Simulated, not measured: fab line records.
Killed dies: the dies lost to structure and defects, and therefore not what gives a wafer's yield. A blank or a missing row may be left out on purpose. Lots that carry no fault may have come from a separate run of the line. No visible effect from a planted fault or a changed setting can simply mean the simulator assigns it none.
fab line records    flow berkeley_cmos170
record lots=7  wafers=21  last_day=13
route steps=331 shown PSD@178 NSD@187
lots that met no fault: from a run of the same line without faults
start_h: hours from the record's first day to the start of the lot's first wafer shown    wait_h: hours since the lot's step before    " repeats the value in the row above    L1.1+2: a single row standing in for several wafers    - no value, or no start was given    * or withheld: withheld    < > ~ a bound
route shown NAME@n: names a module that has steps shown in the file, with the first one's number in the route    usual: the fault-free wafers' mean and standard deviation    same: alike in all rows    chamber/n: place in a boat    sites: the reading at each site    _std_site: the standard deviation of these    _edge_site: inner sites' mean taken away from outer sites' mean    radius_mm: for every site, how far away it sits from the centre of the wafer    mask NAME#n: copy n    behind: the last tool/chamber to shape the wafer    hold: why the lot was held/for how many hours/how that ended    device: whichever transistor did not switch (one of n, p or np)    end of line: the tests these same wafers got at the end of their route    a step with no rows: only its recipe    killed: the dies lost at the first sort to structure and to defects; this is not the yield of the wafer    map: a wafer's dies, x killed, . not, _ none there
set.NAME: the run value of the setting; set.NAME@STEP: its run value at that earlier step    model.NAME: the simulator's own value behind a step, which no gauge read
lots seen at some steps along the route; tables by step, rows by wafer
services: from which hour (start_h, from the record's first day; less than 0 if before it) a tool's chamber was out of use, for how many hours, and why
## steps
# step UCB170_PSD_EXPOSE_03
# recipe mask_id=PSELECT_MOD  na=0.5  sigma_outer=0.6  source_shape=conventional  target_cd_nm=1200  dose_mj=30
# step UCB170_PSD_PEB_04
# recipe peb_temp_c=130  peb_time_s=withheld  resist=KrF
# step UCB170_PSD_DEVELOP_05
# recipe developer=TMAH  develop_time_s=45  resist=KrF  dev_temp_c=21
# step UCB170_PSD_CD_MEAS_06
# recipe target_cd_nm=1200
# usual cd_nm=1200.3/1.4
lot.wafer  tool       chamber  start_h  wait_h  cd_nm
L613.1     cd_sem-02  -        171.67   -       1199.8
L613.2     "          -        "        "       1201.7
L613.6     "          -        "        "       1200.0
L612.2     cd_sem-02  -        172.19   -       1201.7
L612.3     "          -        "        "       1201.3
L612.6     "          -        "        "       1200.8
L614.1     cd_sem-01  -        172.22   -       1199.1
L614.4     "          -        "        "       1199.0
L614.5     "          -        "        "       1200.2
L618.2     cd_sem-01  -        195.50   -       1199.6
L618.4     "          -        "        "       1199.2
L618.6     "          -        "        "       1200.7
L616.3     cd_sem-01  -        195.78   -       1202.9
L616.4     "          -        "        "       1202.9
L616.6     "          -        "        "       1202.3
L627.2     cd_sem-02  -        260.79   -       1199.8
L627.3     "          -        "        "       1199.1
L627.4     "          -        "        "       1200.6
L629.1     cd_sem-02  -        271.15   -       1199.0
L629.5     "          -        "        "       1198.8
L629.6     "          -        "        "       1199.0
# step UCB170_PSD_OVL_MEAS_07
# usual PSD_OVL=1/6.4
lot.wafer  tool        chamber  start_h  wait_h  PSD_OVL[nm]
L613.1     overlay-01  -        171.79   0.1     -8
L613.2     "           -        "        "       -11
L613.6     "           -        "        "       -8
L612.2     overlay-01  -        172.30   0.1     0
L612.3     "           -        "        "       -4
L612.6     "           -        "        "       -2
L614.1     overlay-02  -        172.34   0.1     -8
L614.4     "           -        "        "       -13
L614.5     "           -        "        "       -8
L618.2     overlay-01  -        195.61   0.1     -6
L618.4     "           -        "        "       -2
L618.6     "           -        "        "       -10
L616.3     overlay-01  -        195.87   0.1     -5
L616.4     "           -        "        "       -6
L616.6     "           -        "        "       -2
L627.2     overlay-02  -        260.89   0.1     -1
L627.3     "           -        "        "       4
L627.4     "           -        "        "       -3
L629.1     overlay-01  -        271.27   0.1     7
L629.5     "           -        "        "       9
L629.6     "           -        "        "       11
# step UCB170_PSD_IMPLANT_08
# recipe species=B  dose_cm2=3e+15  energy_kev=20  tilt_deg=7
# step UCB170_PSD_STRIP_09
# recipe chemistry=O2  power_w=400  pressure_mtorr=3500  platen_temp_c=withheld  o2_flow_sccm=400  overash_fraction=0.5
# usual drypump_motor_current_A=5.7/0.5  oes_product_au=0.600/0.0046  strip_time_to_endpoint_s=29.35/0.061
lot.wafer  tool             chamber  start_h  wait_h  drypump_motor_current_A  oes_product_au  rf_hours_counter_h  strip_time_to_endpoint_s
L613.1     plasma_asher-03  0        171.98   0.1     5.2                      0.595           48                  29.38
L613.2     "                1        "        "       6.4                      0.599           48                  29.34
L613.6     "                0        "        "       5.2                      0.598           -                   29.37
L612.2     plasma_asher-03  0        172.48   0.1     5.2                      0.609           49                  29.33
L612.3     "                1        "        "       6.4                      0.601           -                   29.38
L612.6     "                1        "        "       6.4                      0.598           -                   29.27
L614.1     plasma_asher-04  0        172.53   0.1     6.3                      0.607           6                   29.49
L614.4     "                1        "        "       5.7                      0.601           -                   29.48
L614.5     "                1        "        "       5.7                      0.602           -                   29.43
L618.2     plasma_asher-04  0        195.79   0.1     6.3                      0.604           10                  29.32
L618.4     "                0        "        "       6.3                      0.598           -                   29.29
L618.6     "                1        "        "       5.7                      0.605           -                   29.28
L616.3     plasma_asher-04  0        196.08   0.1     6.3                      0.606           -                   29.39
L616.4     "                1        "        "       5.7                      0.594           -                   29.33
L616.6     "                1        "        "       5.7                      0.596           -                   29.36
L627.2     plasma_asher-03  1        261.07   0.1     6.5                      0.601           57                  29.21
L627.3     "                1        "        "       6.4                      0.607           -                   29.24
L627.4     "                0        "        "       5.2                      0.592           -                   29.27
L629.1     plasma_asher-03  1        271.46   0.1     6.4                      0.609           58                  29.42
L629.5     "                1        "        "       6.4                      0.600           -                   29.43
L629.6     "                0        "        "       5.2                      0.600           -                   29.39
# step UCB170_PSD_TW_MEAS_10
# usual PSD_TW=2323/21
lot.wafer  tool           chamber  start_h  wait_h  PSD_TW
L613.1     film_metro-01  -        172.08   0.1     2313
L613.2     "              -        "        "       2302
L613.6     "              -        "        "       2305
L612.2     film_metro-04  -        172.59   0.1     2350
L612.3     "              -        "        "       2352
L612.6     "              -        "        "       2350
L614.1     film_metro-01  -        172.63   0.1     2292
L614.4     "              -        "        "       2321
L614.5     "              -        "        "       2306
L618.2     film_metro-01  -        195.90   0.1     2308
L618.4     "              -        "        "       2305
L618.6     "              -        "        "       2289
L616.3     film_metro-01  -        196.17   0.1     2306
L616.4     "              -        "        "       2319
L616.6     "              -        "        "       2312
L627.2     film_metro-02  -        261.18   0.1     2320
L627.3     "              -        "        "       2314
L627.4     "              -        "        "       2303
L629.1     film_metro-04  -        271.56   0.1     2365
L629.5     "              -        "        "       2361
L629.6     "              -        "        "       2363
# step UCB170_PSD_CLEAN_11
# recipe chemistry=SPM  temp_c=120  time_s=600
# step UCB170_NSD_HMDS_00
# recipe prime_time_s=60  prime_temp_c=100
# step UCB170_NSD_COAT_01
# recipe resist=KrF  spin_rpm=1500  resist_thk_nm=900
# step UCB170_NSD_SOFTBAKE_02
# recipe resist=KrF  temp_c=130  time_s=60
# step UCB170_NSD_EXPOSE_03
# recipe mask_id=NSELECT_MOD  na=0.5  sigma_outer=0.6  source_shape=conventional  target_cd_nm=1200  dose_mj=30
# usual exposure_dose_mJ_cm2=29.99/0.031  focus_offset_nm=-0.1/0.45
lot.wafer  tool            chamber  start_h  wait_h  mask           exposure_dose_mJ_cm2  focus_offset_nm
L613.1     krf_scanner-02  0        172.89   0.2     NSELECT_MOD#0  29.94                 -0.9
L613.2     "               0        "        "       NSELECT_MOD#0  30.05                 -0.2
L613.6     "               0        "        "       NSELECT_MOD#0  29.96                 0.1
L612.2     krf_scanner-02  -        173.30   0.1     NSELECT_MOD#0  -                     -
L612.3     "               -        "        "       NSELECT_MOD#0  -                     -
L612.6     "               -        "        "       NSELECT_MOD#0  -                     -
L614.1     krf_scanner-01  -        173.68   0.2     NSELECT_MOD#0  -                     -
L614.4     "               -        "        "       NSELECT_MOD#0  -                     -
L614.5     "               -        "        "       NSELECT_MOD#0  -                     -
L618.2     krf_scanner-02  -        196.72   0.2     NSELECT_MOD#0  -                     -
L618.4     "               -        "        "       NSELECT_MOD#0  -                     -
L618.6     "               -        "        "       NSELECT_MOD#0  -                     -
L616.3     krf_scanner-01  0        196.99   0.2     NSELECT_MOD#0  29.98                 0.2
L616.4     "               0        "        "       NSELECT_MOD#0  30.00                 -0.1
L616.6     "               0        "        "       NSELECT_MOD#0  29.98                 0.9
L627.2     krf_scanner-01  0        262.24   0.2     NSELECT_MOD#0  29.99                 0.1
L627.3     "               0        "        "       NSELECT_MOD#0  29.94                 1.0
L627.4     "               0        "        "       NSELECT_MOD#0  29.97                 0.8
L629.1     krf_scanner-02  0        273.79   1.3     NSELECT_MOD#0  29.94                 -0.5
L629.5     "               0        "        "       NSELECT_MOD#0  29.98                 -0.6
L629.6     "               0        "        "       NSELECT_MOD#0  29.98                 -0.9
# step UCB170_NSD_PEB_04
# recipe peb_temp_c=130  peb_time_s=withheld  resist=KrF
## services
tool             chamber  start_h  hours  kind
krf_scanner-01   -        159.04   1.3    repair
plasma_asher-03  -        175.51   13.0   repair
krf_scanner-02   -        194.49   0.8    pm
krf_scanner-01   -        200.16   0.8    pm
krf_scanner-01   -        228.56   1.0    pm
krf_scanner-01   -        236.30   4.0    pm
plasma_asher-03  -        263.48   2.8    pm
krf_scanner-02   -        265.36   7.7    repair
## key
first_sign step=UCB170_NSD_EXPOSE_03  reading=tool_record  direction=missing
effect none on later readings
met_at UCB170_NSD_EXPOSE_03
struck_wafers L612.2,L612.3,L612.6,L614.1,L614.4,L614.5,L618.2,L618.4,L618.6
sort_left_out L612.2,L612.3,L612.6,L614.1,L614.4,L614.5,L618.2,L618.4,L618.6
tester_left_out L612,L614,L618
onset_between 172.89 173.30
fault kind=skipped_step_whole  tool=krf_scanner-01,krf_scanner-02  chamber=-  onset_h=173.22  steps=UCB170_NSD_EXPOSE_03  scope=struck_lots_only
# tester_left_out: of these lots the tester's yield and bins aren't shown, on N5 and GAA mostly nor the transistor test; their killed dies are dies lost to structure and defects alone, not to doping, threshold or leakage, so they don't give the yield
# sort_left_out: the simulated sort isn't trusted on such a fault, so these wafers' sort isn't shown, and their yield isn't known
